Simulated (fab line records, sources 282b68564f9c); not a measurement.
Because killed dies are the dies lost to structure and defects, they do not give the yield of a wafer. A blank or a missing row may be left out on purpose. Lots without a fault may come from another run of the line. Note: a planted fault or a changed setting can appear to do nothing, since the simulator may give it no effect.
Shared-tool check | flow ritCmos | 14 lots, 42 wafers sampled

WHAT PROMPTED THE OPENING
2 of 14 lots carry a flag on the reading GATE_POLY_THK at RIT_GATE_THK_MEAS_09. Wafers without a fault read 250.9 nm, standard deviation 2.2.
Rule: a lot is flagged in two cases, either no wafer of it has a number, or all its wafers with numbers fall more than 4 standard deviations from that mean. All remaining lots are regarded as sound.

lot  | measured    | on           | GATE_POLY_THK (nm), wafer by wafer | flag
L901 | day 3 03:38 | filmMetro-04 | 247.7 246.3 246.2                  | 
L902 | day 3 03:46 | filmMetro-01 | 251.6 248.3 250.4                  | 
L903 | day 3 16:12 | filmMetro-03 | 248.3 251.3 250.7                  | 
L904 | day 3 17:50 | filmMetro-01 | 249.0 249.6 250.0                  | 
L905 | day 3 23:23 | filmMetro-04 | 250.0 251.8 249.5                  | 
L906 | day 4 04:02 | filmMetro-03 | 251.7 251.1 251.7                  | 
L907 | day 4 06:59 | filmMetro-03 | 253.5 254.5 253.3                  | 
L908 | day 4 14:49 | filmMetro-01 | 249.6 250.0 248.1                  | 
L910 | day 4 23:26 | filmMetro-04 | 252.2 252.5 254.2                  | 
L912 | day 5 07:23 | filmMetro-03 | 252.8 251.4 252.1                  | 
L913 | day 5 13:20 | filmMetro-03 | 337.6 339.5 336.5                  | FLAGGED
L914 | day 5 20:11 | filmMetro-04 | 334.5 332.3 337.3                  | FLAGGED
L915 | day 6 00:09 | filmMetro-01 | 251.2 254.8 254.2                  | 
L921 | day 7 05:40 | filmMetro-03 | 249.8 249.9 249.3                  | 
The mean of the flagged lots' numbers is 336.3 nm, +85.4 nm from the usual (+39 standard deviations).

LOT BY LOT: THE TOOL USED
The record holds 1 process step before the reading, out of a route of 202 steps. Cell contents, in order: the tool; ch with the chambers the sampled wafers went through; the start.
lot  | flag    | RIT_GATE_CVD_08
L901 |         | lpcvd-01 ch 0, day 3 02:01
L902 |         | lpcvd-02 ch 0, day 3 02:08
L903 |         | lpcvd-02 ch 1, day 3 14:35
L904 |         | lpcvd-02 ch 0, day 3 16:12
L905 |         | lpcvd-02 ch 1, day 3 21:45
L906 |         | lpcvd-02 ch 1, day 4 02:25
L907 |         | lpcvd-01 ch 1, day 4 05:22
L908 |         | lpcvd-01 ch 1, day 4 13:11
L910 |         | lpcvd-02 ch 0, day 4 21:49
L912 |         | lpcvd-01 ch 1, day 5 05:46
L913 | FLAGGED | lpcvd-01 ch 0, day 5 11:42
L914 | FLAGGED | lpcvd-01 ch 0, day 5 18:34
L915 |         | lpcvd-02 ch 0, day 5 22:32
L921 |         | lpcvd-02 ch 1, day 7 04:03
What the steps here do:
- RIT_GATE_CVD_08: deposits poly-Si from SiH4, target thk 250 nm, time 2220 s.
- RIT_GATE_THK_MEAS_09

FLAGGED OVER TOTAL, TOOL BY TOOL (the gauges that took the reading come last)
step                 | tool         | lots run | flagged | share of the flagged lots | sound lots run after its first flagged lot
RIT_GATE_CVD_08      | lpcvd-01     | 6        | 2       | all                       | 0
RIT_GATE_CVD_08      | lpcvd-02     | 8        | 0       | none                      | -
RIT_GATE_THK_MEAS_09 | filmMetro-01 | 4        | 0       | none                      | -
RIT_GATE_THK_MEAS_09 | filmMetro-03 | 6        | 1       | some                      | 1 (L921)
RIT_GATE_THK_MEAS_09 | filmMetro-04 | 4        | 1       | some                      | 0

WHAT THE TABLE PERMITS
Rows of the table that ran each flagged lot: 1, that is lpcvd-01 at RIT_GATE_CVD_08.
- lpcvd-01 at RIT_GATE_CVD_08: 2 of its 6 lots flagged. A fault beginning between L912 (day 5 05:46), its last sound lot, and L913 (day 5 11:42), its first flagged one, fits the data.
Left over: one tool, lpcvd-01 at RIT_GATE_CVD_08.

WHAT THE SIMULATOR HAD INSERTED
lpcvd-01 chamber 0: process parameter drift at RIT_GATE_CVD_08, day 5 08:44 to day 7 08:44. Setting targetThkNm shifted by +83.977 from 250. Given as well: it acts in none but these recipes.
Lots struck among those shown: L913, L914. The rule given above showed the same thing.
